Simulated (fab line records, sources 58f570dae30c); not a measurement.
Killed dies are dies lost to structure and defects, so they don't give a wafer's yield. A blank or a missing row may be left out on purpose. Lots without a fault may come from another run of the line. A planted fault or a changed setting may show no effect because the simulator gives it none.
Problem report in the 8D (eight disciplines) form, filled by code | flow berkeley_cmos170 | the parts of the form that need people (team, actions taken, sign-off) are left out

1. THE PROBLEM
run_length_s at UCB170_CONTACT_SOFTBAKE_11 reads a mean of 95.15 s on 6 wafers of 2 lots; wafers without a fault read 89.04 s with a standard deviation of 0.26. That is +24 standard deviations from the usual mean.
The step: time 60 s.
First seen on wafer L159.1, day 11 16:00, on litho_track-03. The record holds 42 wafers of 14 lots with a number at this step. Rule for "out", or "out of limits": more than 4 standard deviations from the usual mean. The other wafers with a number count as sound.

2. WHAT IT IS AND WHAT IT IS NOT
question                    | is                     | is not
which readings at this step | run_length_s           | heater_power_total_W
which lots                  | L158, L159             | L139, L140, L142, L143, L144, L147, L148, L151, L152, L153, L161, L162
which wafers of those lots  | all that have a number | -
read on which tools         | litho_track-03         | litho_track-01, litho_track-04
when                        | from day 11 16:00      | up to then (33 sound wafers); but 3 sound wafers of L162 came after

3. SUSPECTS, AND WHAT RULES EACH OUT
Counting: a tool at a process step up to the reading stays a suspect if it ran every lot that is out and no sound lot after the first of them.
- litho_track-03 at UCB170_CONTACT_SOFTBAKE_11 (time 60 s): kept. It ran every lot that is out, first L159 (day 11 16:00), and no sound lot after that; its last sound lot up to then is L152 (day 10 00:00). Its own readings are out on those wafers: run_length_s.
Left after counting: litho_track-03 at UCB170_CONTACT_SOFTBAKE_11.

4. THE CAUSE (what the simulator had put in)
Process parameter drift: litho_track-03, from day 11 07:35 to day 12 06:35, at UCB170_CONTACT_SOFTBAKE_11. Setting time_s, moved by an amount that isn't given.
Counting left only this tool.

5. THE CHAIN OF EFFECTS, in route order
Each row: a reading whose mean over the struck wafers that have a number lies more than 3 standard deviations from the usual. Only readings for which the record gives a usual standard deviation are gone through. hours: the time from each lot's start at the first step in this table that gives one to its start at this step, as a median over the lots. sigmas: the change in usual standard deviations.
hours | step                       | reading      | usual   | on struck wafers | change | sigmas
0     | UCB170_CONTACT_SOFTBAKE_11 | run_length_s | 89.04 s | 95.15            | +6.11  | +24
The process steps in it:
- UCB170_CONTACT_SOFTBAKE_11: time 60 s.

6. WHAT WOULD HAVE CAUGHT IT SOONER
In this record the first reading out of limits was taken at day 11 16:00, 8 hours after the fault began at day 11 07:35.
